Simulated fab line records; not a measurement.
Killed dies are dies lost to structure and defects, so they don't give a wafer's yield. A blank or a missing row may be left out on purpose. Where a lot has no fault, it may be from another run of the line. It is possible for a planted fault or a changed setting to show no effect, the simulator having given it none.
The tool behind it: which one?	flow ritCmos	15 lots (45 wafers sampled), 1 step of a 202-step route

== WHAT EACH GAUGE READ, for each wafer ==
The record lacks any reading of a measuring or inspecting step that a usual standard deviation could be used to judge.

== WHAT TOOL EACH LOT RAN ON (gives the tool, then ch and the chambers of the sampled wafers, and finally the start) ==
lot	RIT_CONTACT_DEVELOP_07
L850	lithoTrack-02 ch 0, day 3 10:00
L851	lithoTrack-02 ch 0, day 3 19:00
L853	lithoTrack-02 ch 0, day 4 08:00
L854	lithoTrack-01 ch 0, day 4 10:00
L856	lithoTrack-01 ch 0, day 4 15:00
L857	lithoTrack-03 ch 0, day 4 20:00
L858	lithoTrack-01 ch 0, day 5 02:00
L859	lithoTrack-01 ch 0, day 5 09:00
L860	lithoTrack-01 ch 0, day 5 12:00
L862	lithoTrack-02 ch 0, day 5 20:00
L865	lithoTrack-02, day 6 12:00
L866	lithoTrack-02, day 6 15:00
L867	lithoTrack-03, day 6 22:00
L871	lithoTrack-01 ch 0, day 7 19:00
L872	lithoTrack-03 ch 0, day 7 22:00
- RIT_CONTACT_DEVELOP_07: develop time 120 s.

== WHAT THE TOOLS THEMSELVES READ (means of the sampled wafers that have a number; where no wafer has one, the mark that the record gives instead) ==
RIT_CONTACT_DEVELOP_07.
lot	tool	chillPlateTempC (C)
L850	lithoTrack-02	22.96
L851	lithoTrack-02	23.05
L853	lithoTrack-02	23.00
L854	lithoTrack-01	23.08
L856	lithoTrack-01	23.15
L857	lithoTrack-03	23.06
L858	lithoTrack-01	22.99
L859	lithoTrack-01	23.09
L860	lithoTrack-01	23.18
L862	lithoTrack-02	22.95
L865	lithoTrack-02	-
L866	lithoTrack-02	-
L867	lithoTrack-03	-
L871	lithoTrack-01	22.93
L872	lithoTrack-03	22.88

== THE ANSWER, worked out from the rows above alone ==
Rule: usual is defined by the lots themselves. The widest of any qualifying gaps counts: lots, ordered by their means at a reading, are off when they make up no more than a third of the lots, leave a main group of 4 or more, and stand apart from it by 3 or more times the standard deviation of that group's means. If all means in a main group match to the digits the tables above print for the reading, that group is not used. A lot without any number at a reading at which 4 lots or more have one is off too. The other lots that the step has rows for count as sound. First the gauges in route order, then the tools' own readings, where a lot's mean is used as printed above. At the first step where some lot is off, the reading lying furthest off is the one used; lots without a number count as furthest.
Off, at RIT_CONTACT_DEVELOP_07 on chillPlateTempC: L865, L866, L867. Without a number there: L865, L866, L867. Mean 23.03 C and standard deviation 0.087 in the main group.
If a tool, at that step or one of the process steps before it, ran each lot that is off and ran no sound lot following the first of them, it fits. None of those tried fits.

== WHAT THE SIMULATOR HAD INSERTED ==
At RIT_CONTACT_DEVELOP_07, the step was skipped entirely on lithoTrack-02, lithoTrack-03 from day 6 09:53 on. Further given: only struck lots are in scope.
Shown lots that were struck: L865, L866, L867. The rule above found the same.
